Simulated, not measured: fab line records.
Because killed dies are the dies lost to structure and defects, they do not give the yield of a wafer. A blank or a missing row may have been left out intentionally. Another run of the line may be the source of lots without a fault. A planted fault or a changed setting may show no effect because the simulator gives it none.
fab line records	flow berkeleyCmos170	part 1 of 2: steps 1 to 24 of 32
[record] lots = 5	wafers = 15	lastDay = 12
route steps=331 shown M2@276 V2@292
lots untouched by any fault: they come from a run of this same line in which no faults occurred
startH: the number of hours between the record's first day and the start of the first shown wafer of the lot	waitH: how many hours have passed since the lot's step before this one	" same as the row above	L1.1+2: several wafers, shown together as one row	- either no value or no given start	* or withheld: withheld	< > ~ a bound
route shown NAME@n: names a module that has steps shown in the file, with the first one's number in the route	usual: mean/standard deviation taken from wafers without a fault	same: alike in all rows	chamber/n: place in a boat	sites: each site's reading	_std_site: standard deviation of those values	_edge_site: mean of outer sites minus mean of inner sites	radiusMm: how far each site lies from the wafer's centre	mask NAME#n: copy n	behind: the tool/chamber that last shaped the wafer	hold: reason for holding the lot/hours on hold/outcome of the hold	device: whichever transistor did not switch (one of n, p or np)	end of line: tests run on the same wafers once the route is complete	for a step that has no rows: nothing shown but its recipe	killed: dies that structure and defects cost at the first sort, which is not the same as the wafer's yield	map: a wafer's dies, x killed, . not, _ none there
set.NAME: the setting as run; set.NAME@STEP: as run at that earlier step	model.NAME: the simulator's own value behind a step, which no gauge read
certain route steps with their lots: each step a table, each wafer a row
services: the hour from which a tool's chamber was out of use, counted from the record's first day as startH (under 0 if before that day), plus the number of hours and why
[[steps]]
[step UCB170_M2_COAT_05]
[recipe] resist = KrF	spinRpm = 1500	resistThkNm = 900
[usual] chillPlateTempC = 23.03/0.093	resistLineTempC = 22.98/0.1
lot.wafer	tool	chamber	startH	waitH	chillPlateTempC	resistLineTempC
L076.2	lithoTrack-03	0	194.99	0.1	22.95	23.06
L076.4	"	0	"	"	22.94	23.04
L076.5	"	0	"	"	22.96	23.09
L081.1	lithoTrack-04	0	214.30	0.1	23.10	22.88
L081.4	"	0	"	"	23.04	22.90
L081.6	"	0	"	"	23.08	23.09
L083.4	lithoTrack-01	0	244.66	0.1	23.06	22.97
L083.5	"	0	"	"	23.11	23.10
L083.6	"	0	"	"	23.06	22.96
L089.1	lithoTrack-01	0	274.53	0.1	23.02	23.16
L089.2	"	0	"	"	23.06	22.91
L089.4	"	0	"	"	23.13	23.11
L092.1	lithoTrack-04	0	279.33	0.1	23.12	22.89
L092.3	"	0	"	"	23.26	23.05
L092.6	"	0	"	"	23.09	23.03
[step UCB170_M2_SOFTBAKE_06]
[recipe] resist = KrF	tempC = 130	timeS = 60
[usual] chillPlateTempC = 23.02/0.1	resistLineTempC = 22.98/0.1
lot.wafer	tool	chamber	startH	waitH	chillPlateTempC	resistLineTempC
L076.2	lithoTrack-03	0	195.14	0.1	22.93	22.89
L076.4	"	0	"	"	22.90	22.91
L076.5	"	0	"	"	22.96	23.00
L081.1	lithoTrack-04	0	214.45	0.1	23.10	22.86
L081.4	"	0	"	"	22.95	22.80
L081.6	"	0	"	"	23.16	22.76
L083.4	lithoTrack-01	0	244.81	0.1	22.85	23.10
L083.5	"	0	"	"	22.95	23.06
L083.6	"	0	"	"	23.02	23.13
L089.1	lithoTrack-01	0	274.68	0.1	22.96	23.15
L089.2	"	0	"	"	23.11	22.99
L089.4	"	0	"	"	23.08	23.10
L092.1	lithoTrack-04	0	279.48	0.1	23.03	23.04
L092.3	"	0	"	"	22.91	23.17
L092.6	"	0	"	"	22.92	23.08
[step UCB170_M2_STRIP_07]
[recipe] chemistry = O2	powerW = 400	pressureMtorr = 3500	platenTempC = withheld	o2FlowSccm = 400	overashFraction = 0.5
[usual] drypumpMotorCurrentA = 5.6/0.44	oesProductAu = 0.735/0.0044	stripTimeToEndpointS = 21.99/0.065
lot.wafer	tool	chamber	startH	waitH	drypumpMotorCurrentA	oesProductAu	rfHoursCounterH	stripTimeToEndpointS
L076.2	plasmaAsher-04	1	195.26	0.1	6.0	0.740	40	21.97
L076.4	"	1	"	"	6.0	0.743	-	21.98
L076.5	"	1	"	"	6.0	0.730	-	21.95
L081.1	plasmaAsher-03	0	214.60	0.1	4.8	0.725	10	21.99
L081.4	"	0	"	"	4.8	0.742	-	21.91
L081.6	"	0	"	"	4.8	0.739	-	21.96
L083.4	plasmaAsher-04	0	244.92	0.1	5.6	0.728	-	21.99
L083.5	"	0	"	"	5.6	0.737	-	21.95
L083.6	"	1	"	"	6.0	0.728	-	21.92
L089.1	plasmaAsher-01	1	274.83	0.1	6.0	0.739	59	21.92
L089.2	"	0	"	"	6.0	0.737	59	21.97
L089.4	"	1	"	"	6.0	0.733	-	22.01
L092.1	plasmaAsher-03	1	279.63	0.1	5.6	0.735	18	22.06
L092.3	"	0	"	"	4.8	0.735	-	22.09
L092.6	"	0	"	"	4.8	0.729	-	21.99
[step UCB170_M2_STRIP_08]
[recipe] chemistry = DMSO	tempC = 80	timeS = 600	material = KrF
[usual] bathHeatDutyPct = 17.7/1.4
lot.wafer	tool	chamber	startH	waitH	bathHeatDutyPct
L076.2	wetBench-02	3	195.36	0.1	18.3
L076.4	"	3	"	"	19.8
L076.5	"	3	"	"	17.0
L081.1	wetBench-02	0	214.80	0.2	17.4
L081.4	"	0	"	"	16.8
L081.6	"	0	"	"	16.7
L083.4	wetBench-02	0	245.10	0.1	17.7
L083.5	"	0	"	"	17.6
L083.6	"	0	"	"	18.2
L089.1	wetBench-01	3	276.36	1.5	16.8
L089.2	"	3	"	"	16.7
L089.4	"	3	"	"	16.1
L092.1	wetBench-01	3	279.81	0.2	16.0
L092.3	"	3	"	"	15.9
L092.6	"	3	"	"	16.5
[step UCB170_M2_COAT_09]
[recipe] resist = BARC	tempC = withheld	timeS = withheld	spinRpm = 3000	resistThkNm = withheld
[usual] chillPlateTempC = *	resistLineTempC = *
lot.wafer	tool	chamber	startH	waitH	chillPlateTempC	resistLineTempC
L076.2	lithoTrack-03	0	195.90	0.4	*	*
L076.4	"	0	"	"	*	*
L076.5	"	0	"	"	*	*
L081.1	lithoTrack-03	0	215.33	0.3	*	*
L081.4	"	0	"	"	*	*
L081.6	"	0	"	"	*	*
L083.4	lithoTrack-03	0	246.10	0.8	*	*
L083.5	"	0	"	"	*	*
L083.6	"	0	"	"	*	*
L089.1	lithoTrack-04	0	277.10	0.4	*	*
L089.2	"	0	"	"	*	*
L089.4	"	0	"	"	*	*
L092.1	lithoTrack-04	0	280.63	0.6	*	*
L092.3	"	0	"	"	*	*
L092.6	"	0	"	"	*	*
[step UCB170_M2_COAT_10]
[recipe] resist = KrF	spinRpm = 1500	resistThkNm = 900
[usual] chillPlateTempC = 23.03/0.11	resistLineTempC = 23.01/0.11
lot.wafer	tool	chamber	startH	waitH	chillPlateTempC	resistLineTempC
L076.2	lithoTrack-03	0	-	-	23.17	23.06
L076.4	"	0	"	"	23.19	23.00
L076.5	"	0	"	"	23.13	23.10
L081.1	lithoTrack-03	0	-	-	23.18	23.12
L081.4	"	0	"	"	23.13	23.05
L081.6	"	0	"	"	23.06	23.14
L083.4	lithoTrack-03	0	-	-	23.12	23.04
L083.5	"	0	"	"	22.92	22.83
L083.6	"	0	"	"	22.89	23.01
L089.1	lithoTrack-04	0	-	-	23.12	23.12
L089.2	"	0	"	"	23.15	23.02
L089.4	"	0	"	"	23.13	23.02
L092.1	lithoTrack-04	0	-	-	23.18	22.95
L092.3	"	0	"	"	23.00	22.89
L092.6	"	0	"	"	23.15	22.74
[step UCB170_M2_SOFTBAKE_11]
[recipe] resist = KrF	tempC = 130	timeS = 60
[usual] chillPlateTempC = 23.01/0.11	resistLineTempC = 23.03/0.12
lot.wafer	tool	chamber	startH	waitH	chillPlateTempC	resistLineTempC
L076.2	lithoTrack-03	0	-	-	22.91	23.03
L076.4	"	0	"	"	22.84	23.08
L076.5	"	0	"	"	22.93	22.99
L081.1	lithoTrack-03	0	-	-	23.16	23.19
L081.4	"	0	"	"	23.16	23.06
L081.6	"	0	"	"	22.98	23.20
L083.4	lithoTrack-03	0	-	-	22.98	22.98
L083.5	"	0	"	"	22.90	22.87
L083.6	"	0	"	"	22.82	23.00
L089.1	lithoTrack-04	0	-	-	23.33	22.96
L089.2	"	0	"	"	23.10	23.13
L089.4	"	0	"	"	23.13	23.05
L092.1	lithoTrack-04	0	-	-	23.01	22.69
L092.3	"	0	"	"	22.90	22.86
L092.6	"	0	"	"	22.83	22.93
[step UCB170_M2_EXPOSE_12]
[recipe] maskId = METAL2	targetCdNm = 700	na = 0.5	sigmaOuter = 0.6	sourceShape = conventional	doseMj = 26
lot.wafer	tool	chamber	startH	waitH	mask
L076.2+4+5	krfScanner-02	0	196.47	-	METAL2#0
L081.1+4+6	krfScanner-02	0	215.90	-	METAL2#0
L083.4+5+6	krfScanner-01	0	246.54	-	METAL2#0
L089.1+2+4	krfScanner-02	0	277.68	-	METAL2#0
L092.1+3+6	krfScanner-01	0	281.35	-	METAL2#0
[step UCB170_M2_PEB_13]
[recipe] pebTempC = 130	pebTimeS = withheld	resist = KrF
[usual] chillPlateTempC = 23.02/0.11	resistLineTempC = 22.98/0.088
lot.wafer	tool	chamber	startH	waitH	chillPlateTempC	resistLineTempC
L076.2	lithoTrack-03	0	196.80	0.3	22.93	23.02
L076.4	"	0	"	"	22.76	22.97
L076.5	"	0	"	"	22.98	23.02
L081.1	lithoTrack-04	0	216.43	0.5	23.18	22.96
L081.4	"	0	"	"	22.96	23.05
L081.6	"	0	"	"	23.11	22.97
L083.4	lithoTrack-01	0	247.41	0.9	23.00	22.88
L083.5	"	0	"	"	23.00	22.87
L083.6	"	0	"	"	23.08	22.95
L089.1	lithoTrack-03	0	278.04	0.3	22.87	22.86
L089.2	"	0	"	"	22.84	23.05
L089.4	"	0	"	"	22.86	22.96
L092.1	lithoTrack-03	0	281.89	0.5	23.14	22.87
L092.3	"	0	"	"	23.26	22.91
L092.6	"	0	"	"	23.15	23.00
[step UCB170_M2_DEVELOP_14]
[recipe] developer = TMAH	developTimeS = 45	resist = KrF	devTempC = 21
[usual] chillPlateTempC = 23.01/0.094	resistLineTempC = 23.01/0.11
[same] developTimeS = 45
lot.wafer	tool	chamber	startH	waitH	chillPlateTempC	resistLineTempC
L076.2	lithoTrack-03	0	-	-	23.01	23.03
L076.4	"	0	"	"	22.99	23.12
L076.5	"	0	"	"	23.00	22.88
L081.1	lithoTrack-04	0	-	-	23.11	23.04
L081.4	"	0	"	"	22.86	23.14
L081.6	"	0	"	"	23.09	23.25
L083.4	lithoTrack-01	0	-	-	23.03	23.04
L083.5	"	0	"	"	22.95	22.91
L083.6	"	0	"	"	23.06	23.01
L089.1	lithoTrack-03	0	-	-	23.10	23.08
L089.2	"	0	"	"	23.05	22.97
L089.4	"	0	"	"	23.05	23.07
L092.1	lithoTrack-03	0	-	-	22.85	22.91
L092.3	"	0	"	"	22.97	22.90
L092.6	"	0	"	"	23.00	23.16
[step UCB170_M2_CD_MEAS_15]
[recipe] targetCdNm = 700
[usual] cdNm = 700.3/1.3
lot.wafer	tool	chamber	startH	waitH	cdNm
L076.2	cdSem-01	-	197.07	-	702.0
L076.4	"	-	"	"	702.5
L076.5	"	-	"	"	700.7
L081.1	cdSem-01	-	216.70	-	701.7
L081.4	"	-	"	"	702.4
L081.6	"	-	"	"	702.1
L083.4	cdSem-02	-	247.67	-	698.2
L083.5	"	-	"	"	698.2
L083.6	"	-	"	"	698.8
L089.1	cdSem-02	-	278.31	-	700.7
L089.2	"	-	"	"	700.0
L089.4	"	-	"	"	701.0
L092.1	cdSem-01	-	282.16	-	699.7
L092.3	"	-	"	"	699.4
L092.6	"	-	"	"	701.2
[step UCB170_M2_OVL_MEAS_16]
[usual] M2_OVL = -6/6.9
lot.wafer	tool	chamber	startH	waitH	M2_OVL[nm]
L076.2	overlay-01	-	197.18	0.1	-12
L076.4	"	-	"	"	-5
L076.5	"	-	"	"	-9
L081.1	overlay-02	-	216.82	0.1	2
L081.4	"	-	"	"	0
L081.6	"	-	"	"	-1
L083.4	overlay-02	-	247.75	0.1	-13
L083.5	"	-	"	"	-14
L083.6	"	-	"	"	-15
L089.1	overlay-02	-	278.43	0.1	-9
L089.2	"	-	"	"	-8
L089.4	"	-	"	"	-15
L092.1	overlay-02	-	282.28	0.1	-5
L092.3	"	-	"	"	-9
L092.6	"	-	"	"	-9
[step UCB170_M2_ETCH_17]
[recipe] chemistry = N2/H2	targetDepthA = withheld	overetchA = withheld	target = BARC	timeS = withheld	sourceW = 500	biasW = 100	pressureMtorr = 30	n2FlowSccm = 100	h2FlowSccm = 200
[usual] drypumpMotorCurrentA = 5.8/0.33	oesProductAu = 1.001/0.02	throttleValvePct = 13.32/0.19
lot.wafer	tool	chamber	startH	waitH	drypumpMotorCurrentA	oesProductAu	throttleValvePct
L076.2	rieDiel-02	2	197.21	0.0	6.2	1.004	13.29
L076.4	"	0	"	"	5.8	1.019	13.40
L076.5	"	2	"	"	6.3	1.020	13.30
L081.1	rieDiel-02	2	216.86	0.0	6.3	0.996	13.31
L081.4	"	3	"	"	6.1	0.969	13.56
L081.6	"	0	"	"	5.8	1.010	13.41
L083.4	rieDiel-04	1	247.77	0.0	5.2	1.017	13.14
L083.5	"	3	"	"	6.0	0.955	13.30
L083.6	"	2	"	"	5.6	0.984	13.49
L089.1	rieDiel-02	2	278.47	0.0	6.2	0.995	13.31
L089.2	"	0	"	"	5.9	1.009	13.41
L089.4	"	3	"	"	6.1	0.980	13.58
L092.1	rieDiel-02	3	282.32	0.0	6.1	0.977	13.57
L092.3	"	0	"	"	5.8	1.003	13.39
L092.6	"	3	"	"	6.1	0.963	13.57
[step UCB170_M2_METAL_ETCH_18]
[recipe] chemistry = Cl2/BCl3	target = Al	stopOn = SiO2	pressureMtorr = 12	targetDepthA = 11700	overEtchFrac = 0.3	timeS = 195	icpW = 600	biasW = 120	Cl2_flow_sccm = 90	bcl3FlowSccm = 45
[usual] drypumpMotorCurrentA = 5.6/0.38	oesProductAu = 0.854/0.02	throttleValvePct = 24.2/0.36
lot.wafer	tool	chamber	startH	waitH	drypumpMotorCurrentA	oesProductAu	rfHoursCounterH	throttleValvePct
L076.2	rieMetal-01	1	197.25	-	5.4	0.873	5	24.4
L076.4	"	1	"	"	5.4	0.869	-	24.3
L076.5	"	1	"	"	5.4	0.879	-	24.3
L081.1	rieMetal-03	1	216.90	-	6.3	0.859	3	24.9
L081.4	"	1	"	"	6.3	0.867	-	24.9
L081.6	"	1	"	"	6.3	0.863	-	24.9
L083.4	rieMetal-02	0	247.87	-	5.6	0.873	-	23.9
L083.5	"	1	"	"	5.1	0.830	-	24.0
L083.6	"	0	"	"	5.6	0.865	-	23.9
L089.1	rieMetal-02	1	278.51	-	5.1	0.827	4	24.0
L089.2	"	0	"	"	5.6	0.868	9	23.9
L089.4	"	1	"	"	5.1	0.823	-	24.0
L092.1	rieMetal-03	0	282.36	-	5.5	0.835	4	23.8
L092.3	"	1	"	"	6.3	0.856	-	24.9
L092.6	"	0	"	"	5.5	0.839	-	23.8
[step UCB170_M2_STRIP_19]
[recipe] chemistry = O2	powerW = 400	pressureMtorr = 3500	platenTempC = withheld	o2FlowSccm = 400	overashFraction = 0.5
[usual] drypumpMotorCurrentA = 5.7/0.38	oesProductAu = 0.542/0.012
lot.wafer	tool	chamber	startH	waitH	drypumpMotorCurrentA	oesProductAu	rfHoursCounterH
L076.2	plasmaAsher-04	1	197.44	0.1	6.0	0.533	40
L076.4	"	0	"	"	5.6	0.536	-
L076.5	"	0	"	"	5.6	0.543	-
L081.1	plasmaAsher-01	0	217.09	0.1	6.0	0.554	52
L081.4	"	1	"	"	6.0	0.563	-
L081.6	"	1	"	"	6.0	0.560	-
L083.4	plasmaAsher-04	0	248.03	0.1	5.6	0.557	-
L083.5	"	1	"	"	6.0	0.520	-
L083.6	"	0	"	"	5.6	0.551	-
L089.1	plasmaAsher-04	1	278.70	0.1	6.0	0.519	49
L089.2	"	0	"	"	5.6	0.537	49
L089.4	"	0	"	"	5.7	0.524	-
L092.1	plasmaAsher-01	1	282.55	0.1	6.0	0.543	60
L092.3	"	1	"	"	6.0	0.560	-
L092.6	"	1	"	"	6.0	0.537	-
[step UCB170_M2_CD_MEAS_90]
[recipe] targetCdNm = 700
[usual] cdNm = 700/3
lot.wafer	tool	chamber	startH	waitH	cdNm
L076.2	cdSem-01	-	197.56	0.1	704
L076.4	"	-	"	"	708
L076.5	"	-	"	"	704
L081.1	cdSem-01	-	217.19	0.1	702
L081.4	"	-	"	"	702
L081.6	"	-	"	"	699
L083.4	cdSem-01	-	248.16	0.1	696
L083.5	"	-	"	"	696
L083.6	"	-	"	"	696
L089.1	cdSem-02	-	278.80	0.1	705
L089.2	"	-	"	"	697
L089.4	"	-	"	"	705
L092.1	cdSem-02	-	282.65	0.1	697
L092.3	"	-	"	"	695
L092.6	"	-	"	"	700
[step UCB170_V2_CVD_00]
[recipe] material = SiO2	targetThkNm = 2000	tempC = 390	precursor = TEOS/O2	timeS = 250	rfW = 550	pressureMtorr = 9000
[usual] heaterPowerW = 263/54
lot.wafer	tool	chamber	startH	waitH	heaterPowerW
L076.2	pecvd-03	0	197.66	0.1	357
L076.4	"	0	"	"	271
L076.5	"	1	"	"	316
L081.1	pecvd-03	1	217.31	0.1	316
L081.4	"	2	"	"	197
L081.6	"	1	"	"	217
L083.4	pecvd-01	0	248.30	0.1	258
L083.5	"	2	"	"	224
L083.6	"	1	"	"	385
L089.1	pecvd-01	2	278.92	0.1	280
L089.2	"	0	"	"	228
L089.4	"	1	"	"	284
L092.1	pecvd-03	2	282.77	0.1	241
L092.3	"	0	"	"	319
L092.6	"	0	"	"	275
[step UCB170_V2_THK_MEAS_01]
[recipe] reads = SiO2_of_V2_CVD_00
[usual] V2_TEOS_THK = 1990/22
lot.wafer	tool	chamber	startH	waitH	V2_TEOS_THK[nm]
L076.2	filmMetro-04	-	197.82	0.1	1949
L076.4	"	-	"	"	1972
L076.5	"	-	"	"	1993
L081.1	filmMetro-02	-	217.46	0.1	1971
L081.4	"	-	"	"	1986
L081.6	"	-	"	"	2024
L083.4	filmMetro-04	-	248.40	0.0	2000
L083.5	"	-	"	"	1985
L083.6	"	-	"	"	2021
L089.1	filmMetro-03	-	279.07	0.1	1971
L089.2	"	-	"	"	1986
L089.4	"	-	"	"	2015
L092.1	filmMetro-02	-	283.07	0.2	2010
L092.3	"	-	"	"	2009
L092.6	"	-	"	"	2011
[step UCB170_V2_CMP_02]
[recipe] material = SiO2	downForcePsi = 6	platenRpm = 60	padVelocityMS = 0.75398
[usual] headPressurePsi = 5.999/0.015	motorCurrentA = 15.5/1.1
lot.wafer	tool	chamber	startH	waitH	headPressurePsi	motorCurrentA
L076.4	cmp-01	1	197.87	0.0	5.999	17.1
L076.2	"	2	"	"	6.013	14.6
L076.5	"	2	"	"	6.017	14.7
L081.4	cmp-01	1	217.52	0.0	6.017	16.1
L081.1	"	0	"	"	6.012	15.5
L081.6	"	1	"	"	5.998	17.4
L083.4	cmp-01	2	248.48	0.1	5.985	14.9
L083.5	"	1	"	"	5.943	17.2
L083.6	"	2	"	"	5.981	14.7
L089.2	cmp-02	2	279.13	0.0	5.997	14.5
L089.4	"	3	"	"	5.979	16.5
L089.1	"	0	"	"	5.995	16.3
L092.1	cmp-02	3	283.23	0.1	6.000	16.6
L092.3	"	0	"	"	6.011	15.3
L092.6	"	2	"	"	5.998	14.1
[step UCB170_V2_BOW_MEAS_03]
[recipe] mode = bow
[usual] V2_BOW = 34/8.1
lot.wafer	tool	chamber	startH	waitH	V2_BOW[um]
L076.2	filmMetro-02	-	198.19	0.2	24
L076.4	"	-	"	"	30
L076.5	"	-	"	"	38
L081.1	filmMetro-02	-	217.82	0.1	47
L081.4	"	-	"	"	40
L081.6	"	-	"	"	38
L083.4	filmMetro-04	-	248.79	0.3	46
L083.5	"	-	"	"	43
L083.6	"	-	"	"	33
L089.1	filmMetro-04	-	279.43	0.2	33
L089.2	"	-	"	"	16
L089.4	"	-	"	"	30
L092.1	filmMetro-02	-	283.43	0.1	26
L092.3	"	-	"	"	36
L092.6	"	-	"	"	24
[step UCB170_V2_THK_MEAS_04]
[recipe] reads = SiO2_of_V2_CVD_00
[usual] V2_POLISHED_THK = 1000.3/1.1
lot.wafer	tool	chamber	startH	waitH	V2_POLISHED_THK[nm]
L076.2	filmMetro-02	-	198.30	0.1	1000.3
L076.4	"	-	"	"	1001.0
L076.5	"	-	"	"	1002.3
L081.1	filmMetro-02	-	217.94	0.1	1000.3
L081.4	"	-	"	"	1001.0
L081.6	"	-	"	"	1002.1
L083.4	filmMetro-04	-	248.88	0.1	999.7
L083.5	"	-	"	"	1000.7
L083.6	"	-	"	"	1001.4
L089.1	filmMetro-04	-	279.55	0.1	998.3
L089.2	"	-	"	"	999.3
L089.4	"	-	"	"	999.9
L092.1	filmMetro-02	-	283.55	0.1	1001.4
L092.3	"	-	"	"	999.7
L092.6	"	-	"	"	1000.0
[step UCB170_V2_CLEAN_05]
[recipe] chemistry = DIW
lot.wafer	tool	chamber	startH	waitH
L076.2+4+5	wetBench-04	2	199.81	1.5
L081.1+4+6	wetBench-03	2	218.00	0.1
L083.4+5+6	wetBench-04	2	248.91	0.0
L089.1+2+4	wetBench-02	2	279.61	0.1
L092.1+3+6	wetBench-04	1	283.61	0.1
[step UCB170_V2_HMDS_06]
[recipe] primeTimeS = 60	primeTempC = 100
[usual] chillPlateTempC = 22.98/0.12	primeTempC = 100.01/0.13	resistLineTempC = 22.99/0.1
[same] primeTimeS = 60
lot.wafer	tool	chamber	startH	waitH	chillPlateTempC	primeTempC	resistLineTempC
L076.2	lithoTrack-01	0	200.01	0.0	23.10	99.90	23.09
L076.4	"	0	"	"	23.22	100.03	22.97
L076.5	"	0	"	"	23.15	99.95	23.03
L081.1	lithoTrack-01	0	218.68	0.5	22.94	99.88	22.89
L081.4	"	0	"	"	23.11	99.90	22.83
L081.6	"	0	"	"	23.02	99.87	22.83
L083.4	lithoTrack-01	0	249.16	0.1	23.03	99.96	22.82
L083.5	"	0	"	"	22.91	99.99	22.88
L083.6	"	0	"	"	22.93	100.07	23.03
L089.1	lithoTrack-03	0	280.26	0.5	22.98	100.19	22.98
L089.2	"	0	"	"	23.04	100.07	23.10
L089.4	"	0	"	"	23.05	100.29	23.14
L092.1	lithoTrack-02	0	283.85	0.1	22.90	99.94	22.97
L092.3	"	0	"	"	22.95	99.83	22.94
L092.6	"	0	"	"	22.77	99.74	23.01
[step UCB170_V2_COAT_07]
[recipe] resist = KrF	spinRpm = 1500	resistThkNm = 900
[usual] chillPlateTempC = 23.00/0.11	resistLineTempC = 23.02/0.096
lot.wafer	tool	chamber	startH	waitH	chillPlateTempC	resistLineTempC
L076.2	lithoTrack-01	0	200.16	0.1	23.13	22.88
L076.4	"	0	"	"	23.09	23.25
L076.5	"	0	"	"	22.98	23.01
L081.1	lithoTrack-01	0	218.83	0.1	22.92	22.86
L081.4	"	0	"	"	22.96	22.87
L081.6	"	0	"	"	22.96	23.01
L083.4	lithoTrack-01	0	249.31	0.1	23.07	23.07
L083.5	"	0	"	"	22.98	23.10
L083.6	"	0	"	"	22.95	22.99
L089.1	lithoTrack-03	0	280.41	0.1	22.92	23.02
L089.2	"	0	"	"	23.00	23.01
L089.4	"	0	"	"	22.97	23.05
L092.1	lithoTrack-02	0	284.00	0.1	22.79	23.06
L092.3	"	0	"	"	22.86	23.07
L092.6	"	0	"	"	22.77	22.96
